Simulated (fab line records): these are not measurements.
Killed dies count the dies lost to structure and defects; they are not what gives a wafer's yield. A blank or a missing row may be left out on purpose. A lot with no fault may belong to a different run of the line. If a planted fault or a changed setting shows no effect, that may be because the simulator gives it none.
Tool commonality check -- flow rit_cmos -- Sampled: 15 lots, 45 wafers

REASON FOR OPENING
At RIT_SPACER_THK_MEAS_04 the reading SPACER_NITRIDE_THK is flagged on 3 of 15 lots. No-fault wafers: 249.5 nm, standard deviation 2.1.
Rule: flag the lot when none of its wafers has a number, or when each of its wafers that has one lies beyond 4 standard deviations from that mean. The rest of the lots are taken to be sound.

lot,measured,on,"SPACER_NITRIDE_THK (nm), wafer by wafer",flag
L854,day 3 07:04,film_metro-04,248.1 251.5 249.4,
L855,day 3 07:56,film_metro-04,251.3 250.6 252.1,
L859,day 4 00:55,film_metro-01,252.0 252.0 249.2,
L860,day 4 04:34,film_metro-04,210.5 210.6 211.3,FLAGGED
L862,day 4 14:14,film_metro-04,211.9 214.9 215.2,FLAGGED
L863,day 4 18:11,film_metro-01,211.1 208.8 213.0,FLAGGED
L866,day 5 09:37,film_metro-04,250.4 248.8 248.3,
L867,day 5 14:28,film_metro-01,248.7 249.3 252.2,
L869,day 6 01:14,film_metro-01,253.3 252.9 252.7,
L870,day 6 06:02,film_metro-01,250.9 250.9 249.9,
L872,day 6 15:56,film_metro-01,247.0 250.1 249.8,
L873,day 6 21:00,film_metro-01,246.9 247.0 248.4,
L874,day 7 01:22,film_metro-01,251.3 249.3 249.2,
L875,day 7 07:30,film_metro-04,249.4 250.0 248.9,
L876,day 7 11:29,film_metro-04,250.5 250.9 250.4,
On average the flagged lots' numbers are 211.9 nm, which is -37.6 nm against the usual, or -18 standard deviations.

EACH LOT AND THE TOOL IT RAN ON
The record holds 1 process step before the reading, out of a route of 202 steps. Read each cell as the tool, then ch plus the chambers that the sampled wafers visited, then the start.
lot,flag,RIT_SPACER_CVD_03
L854,,"lpcvd-01 ch 1, day 3 05:08"
L855,,"lpcvd-02 ch 0, day 3 06:02"
L859,,"lpcvd-01 ch 0, day 3 22:58"
L860,FLAGGED,"lpcvd-02 ch 0, day 4 02:38"
L862,FLAGGED,"lpcvd-02 ch 0, day 4 12:17"
L863,FLAGGED,"lpcvd-02 ch 0, day 4 16:16"
L866,,"lpcvd-01 ch 0, day 5 07:42"
L867,,"lpcvd-02 ch 1, day 5 12:32"
L869,,"lpcvd-01 ch 1, day 5 23:18"
L870,,"lpcvd-02 ch 1, day 6 04:06"
L872,,"lpcvd-02 ch 1, day 6 14:02"
L873,,"lpcvd-01 ch 0, day 6 19:05"
L874,,"lpcvd-01 ch 1, day 6 23:28"
L875,,"lpcvd-02 ch 1, day 7 05:35"
L876,,"lpcvd-02 ch 1, day 7 09:34"
What these steps do:
- RIT_SPACER_CVD_03: deposits Si3N4 from SiH2Cl2/NH3, target thk 250 nm, time 3300 s.
- RIT_SPACER_THK_MEAS_04

FLAGGED AGAINST TOTAL, ONE TOOL AT A TIME (gauges that did the reading follow at the end)
step,tool,lots run,flagged,share of the flagged lots,sound lots run after its first flagged lot
RIT_SPACER_CVD_03,lpcvd-01,6,0,none,-
RIT_SPACER_CVD_03,lpcvd-02,9,3,all,"5 (L867,L870,L872,L875,L876)"
RIT_SPACER_THK_MEAS_04,film_metro-01,8,1,some,"6 (L867,L869,L870,L872,L873,L874)"
RIT_SPACER_THK_MEAS_04,film_metro-04,7,2,some,"3 (L866,L875,L876)"

WHAT IS ALLOWED BY THE TABLE
All flagged lots share 1 row of the table, namely lpcvd-02 at RIT_SPACER_CVD_03.
- lpcvd-02 at RIT_SPACER_CVD_03: 3 of its 9 lots flagged. Lots that were sound ran on it after the first flagged one (L867, L870, L872, L875, L876); a persistent fault on the entire tool would not allow that.
There is no row in the table that ran each flagged lot and no sound lot after the first.

WHAT THE SIMULATOR PUT IN
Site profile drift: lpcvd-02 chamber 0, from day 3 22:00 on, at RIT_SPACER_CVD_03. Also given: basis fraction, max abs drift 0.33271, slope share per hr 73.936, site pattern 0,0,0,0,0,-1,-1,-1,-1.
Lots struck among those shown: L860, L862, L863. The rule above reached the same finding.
